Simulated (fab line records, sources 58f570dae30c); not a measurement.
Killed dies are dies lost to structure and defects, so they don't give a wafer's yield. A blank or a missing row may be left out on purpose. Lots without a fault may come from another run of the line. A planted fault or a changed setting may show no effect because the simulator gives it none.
Tool commonality check | flow berkeley_cmos170 | 13 lots, 39 wafers sampled

WHY IT WAS OPENED
At UCB170_NSD_TW_MEAS_10 the reading NSD_TW is flagged on 1 of 13 lots. Wafers without a fault read 4168, standard deviation 62.
Rule: a lot is flagged when every wafer of it that has a number lies more than 4 standard deviations from that mean, or none has a number. The other lots count as sound.

lot  | measured     | on            | NSD_TW, wafer by wafer | flag
L530 | day 6 11:46  | film_metro-01 | 4138 4120 4112         |
L532 | day 7 05:16  | film_metro-01 | 4129 4112 4133         |
L534 | day 7 09:17  | film_metro-03 | 4174 4202 4186         |
L536 | day 7 16:22  | film_metro-01 | 29 30 29               | FLAGGED
L537 | day 7 17:01  | film_metro-02 | 4268 4255 4293         |
L541 | day 8 18:07  | film_metro-02 | 4247 4272 4280         |
L544 | day 9 08:22  | film_metro-01 | 4175 4135 4141         |
L543 | day 9 08:39  | film_metro-01 | 4163 4142 4142         |
L546 | day 9 16:21  | film_metro-01 | 4148 4146 4149         |
L548 | day 10 11:01 | film_metro-01 | 4121 4125 4135         |
L550 | day 10 11:14 | film_metro-01 | 4105 4111 4129         |
L551 | day 10 19:26 | film_metro-01 | 4101 4115 4115         |
L552 | day 10 19:47 | film_metro-01 | 4141 4120 4115         |
The numbers of the flagged lots are 29 on average: -4139 against the usual, or -67 standard deviations.

WHICH TOOL RAN EACH LOT
The record holds 2 process steps before the reading, out of a route of 331 steps. In each cell: the tool, then ch and the chambers that the sampled wafers went through, then the start.
lot  | flag    | UCB170_SPACER_ETCHBACK_03          | UCB170_NSD_EXPOSE_03
L530 |         | rie_diel-02 ch 0,1,2, day 6 07:43  | krf_scanner-01 ch 0, day 6 10:38
L532 |         | rie_diel-02 ch 1,2,3, day 7 01:14  | krf_scanner-02 ch 0, day 7 04:28
L534 |         | rie_diel-03 ch 0,1, day 7 05:38    | krf_scanner-01 ch 0, day 7 08:29
L536 | FLAGGED | rie_diel-01 ch 2,3, day 7 13:10    | krf_scanner-01 ch 0, day 7 15:21
L537 |         | rie_diel-01 ch 1,2,3, day 7 13:14  | krf_scanner-01 ch 0, day 7 16:14
L541 |         | rie_diel-01 ch 0,1,3, day 8 14:36  | krf_scanner-01 ch 0, day 8 16:59
L544 |         | rie_diel-02 ch 1,2, day 9 04:16    | krf_scanner-01 ch 0, day 9 07:34
L543 |         | rie_diel-01 ch 0,1,2, day 9 04:16  | krf_scanner-01 ch 0, day 9 07:47
L546 |         | rie_diel-01 ch 0,1,2, day 9 10:24  | krf_scanner-02 ch 0, day 9 15:22
L548 |         | rie_diel-02 ch 0,1,2, day 10 06:52 | krf_scanner-01 ch 0, day 10 09:54
L550 |         | rie_diel-03 ch 0,2,3, day 10 06:56 | krf_scanner-01 ch 0, day 10 10:22
L551 |         | rie_diel-03 ch 0,1,2, day 10 14:13 | krf_scanner-02 ch 0, day 10 18:38
L552 |         | rie_diel-02 ch 0,3, day 10 14:13   | krf_scanner-02 ch 0, day 10 18:44
What these steps do:
- UCB170_SPACER_ETCHBACK_03: etches SiO2 in CHF3/CF4/Ar, stops on Si, target depth 376 nm, time 100 s.
- UCB170_NSD_EXPOSE_03: exposes mask NSELECT MOD, target cd 1200 nm.
- UCB170_NSD_TW_MEAS_10

FLAGGED OVER TOTAL, TOOL BY TOOL (the gauges that took the reading come last)
step                      | tool           | lots run | flagged | share of the flagged lots | sound lots run after its first flagged lot
UCB170_SPACER_ETCHBACK_03 | rie_diel-01    | 5        | 1       | all                       | 4 (L537,L541,L543,L546)
UCB170_SPACER_ETCHBACK_03 | rie_diel-02    | 5        | 0       | none                      | -
UCB170_SPACER_ETCHBACK_03 | rie_diel-03    | 3        | 0       | none                      | -
UCB170_NSD_EXPOSE_03      | krf_scanner-01 | 9        | 1       | all                       | 6 (L537,L541,L544,L543,L548,L550)
UCB170_NSD_EXPOSE_03      | krf_scanner-02 | 4        | 0       | none                      | -
UCB170_NSD_TW_MEAS_10     | film_metro-01  | 10       | 1       | all                       | 7 (L544,L543,L546,L548,L550,L551,L552)
UCB170_NSD_TW_MEAS_10     | film_metro-02  | 2        | 0       | none                      | -
UCB170_NSD_TW_MEAS_10     | film_metro-03  | 1        | 0       | none                      | -

WHAT THE TABLE ALLOWS
3 rows of the table ran every flagged lot: rie_diel-01 at UCB170_SPACER_ETCHBACK_03, krf_scanner-01 at UCB170_NSD_EXPOSE_03, film_metro-01 at UCB170_NSD_TW_MEAS_10.
- rie_diel-01 at UCB170_SPACER_ETCHBACK_03: 1 of its 5 lots flagged. Sound lots ran on it after the first flagged one (L537, L541, L543, L546), which a lasting fault on the whole tool wouldn't allow.
- krf_scanner-01 at UCB170_NSD_EXPOSE_03: 1 of its 9 lots flagged. Sound lots ran on it after the first flagged one (L537, L541, L544, L543, L548, L550), which a lasting fault on the whole tool wouldn't allow.
- film_metro-01 at UCB170_NSD_TW_MEAS_10: 1 of its 10 lots flagged. Sound lots ran on it after the first flagged one (L544, L543, L546, L548, L550, L551, L552), which a lasting fault on the whole tool wouldn't allow.
No row of the table ran every flagged lot and no sound lot after the first.

WHAT THE SIMULATOR HAD PUT IN
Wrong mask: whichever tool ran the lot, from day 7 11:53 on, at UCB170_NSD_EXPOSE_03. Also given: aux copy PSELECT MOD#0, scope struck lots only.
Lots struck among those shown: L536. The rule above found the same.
